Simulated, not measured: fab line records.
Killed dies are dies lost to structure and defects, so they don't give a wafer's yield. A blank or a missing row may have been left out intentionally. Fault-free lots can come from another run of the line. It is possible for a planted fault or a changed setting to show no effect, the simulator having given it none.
Code-filled problem report in 8D (eight disciplines) form	flow berkeley_cmos170	the parts of the form that need people (team, actions taken, sign-off) are left out

## 1. THE ISSUE
Mean M1_AL_RS at UCB170_M1_RS_MEAS_01: 0.0284 ohm/sq over 2 wafers in 2 lots; fault-free wafers: 0.0485 ohm/sq, standard deviation 0.00052. That is -39 standard deviations from the usual mean.
The step: measures by four-point-probe.
The first sign was on wafer L813.4 at day 9 07:23, on film_metro-03. Wafers with a number at this step in the record: 42, from 14 lots. By rule, "out" or "out of limits" means more than 4 standard deviations away from the usual mean. Any other wafer with a number is counted as sound.

## 2. WHAT IT IS AND WHAT IT IS NOT
question	is	is not
which readings at this step	M1_AL_RS	-
which lots	L813, L815	L804, L805, L806, L808, L816, L817, L818, L819, L822, L823, L825, L827
which wafers of those lots	L813.4, L815.3	L813.2, L813.5, L815.4, L815.6
read on which gauges	film_metro-03	film_metro-02, film_metro-04
when	from day 9 07:23	up to then (14 sound wafers); but 26 sound wafers of L815, L816, L817, L818, L819, L822, L823, L825, L827 came after

## 3. WHAT RULES OUT EACH SUSPECT
Counting: if a tool at a process step up to the reading ran every lot that is out, it stays a suspect. Sound lots after the first of them don't rule it out here, since some wafers of a struck lot are sound.
- the gauge at UCB170_M1_RS_MEAS_01: ruled out. All the wafers that are out were read on film_metro-03, but those of them that UCB170_M1_METAL_ETCH_12 has rows for are out there too, on other tools.
- pvd_sputter-03 at UCB170_M1_SPUTTER_00 (material Al, target thk 600 nm, time 80 s): kept. Every lot that is out went through it, the first being L813 (day 9 07:18); the last sound lot it ran before that was L805 (day 8 02:17).
Left after counting: pvd_sputter-03 at UCB170_M1_SPUTTER_00.

## 4. THE CAUSE (what the simulator had put in)
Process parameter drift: pvd_sputter-03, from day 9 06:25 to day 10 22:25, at UCB170_M1_SPUTTER_00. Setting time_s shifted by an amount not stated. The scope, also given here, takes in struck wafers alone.
Only this tool survived the counting.

## 5. SEQUENCE OF EFFECTS, ordered by route
One row per reading whose mean, taken over the struck wafers that have a number, lies over 3 standard deviations from the usual. Only readings whose record carries a usual standard deviation are examined. hours: median over the lots of the time between each lot's start at the first step of this table that gives one and its start at this step. sigmas: the change, counted in usual standard deviations.
hours	step	reading	usual	on struck wafers	change	sigmas
0	UCB170_M1_RS_MEAS_01	M1_AL_RS	0.0485 ohm/sq	0.0284	-0.0202	-39
3	UCB170_M1_THK_MEAS_02	M1_AL_THK	601 nm	1022	+421	+61
11	UCB170_M1_METAL_ETCH_12	oes_product_au	0.852 a.u.	1.020	+0.168	+11
28	UCB170_M3_PROBE_99	defect_limited_yield	98.7 %	0.0	-98.7	-99 or more
28	UCB170_M3_PROBE_99	killed_at_M0_to_M3	0.8	261.5	+260.7	+99 or more
28	UCB170_M3_PROBE_99	killed_dies	3.4	264.0	+260.6	+99 or more
28	UCB170_M3_PROBE_99	killed_on_rim	0.9	70.0	+69.1	+58
28	UCB170_M3_PROBE_99	sort_bin_5_function	0.8 %	99.6	+98.8	+99 or more
28	UCB170_M3_PROBE_99	sort_n_pass	260.6	0.0	-260.6	-99 or more
28	UCB170_M3_PROBE_99	sort_yield_pct	98.7 %	0.0	-98.7	-99 or more
Here are the process steps it includes:
- UCB170_M1_METAL_ETCH_12: etches Al in Cl2/BCl3, stops on PSG, target depth 780 nm, time 130 s.
- UCB170_M3_PROBE_99
Later steps that measure or inspect, where all struck wafers having a row at the step show a number for every such reading and not one has moved that far: UCB170_M1_CD_MEAS_09.

## 6. HOW IT WOULD HAVE BEEN CAUGHT EARLIER
In this record the first reading out of limits at a measuring or inspecting step was taken at day 9 07:23, 1 hour after the fault began at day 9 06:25.
Tool readings at UCB170_M1_SPUTTER_00 with a usual standard deviation given in the record: none out on any struck wafer, hence no alarm at a limit of 4 standard deviations on them.
Of the lots that are out (2), L815 began UCB170_M1_SPUTTER_00 on pvd_sputter-03 after day 9 07:23. Putting the tool on hold at that point would have spared it.
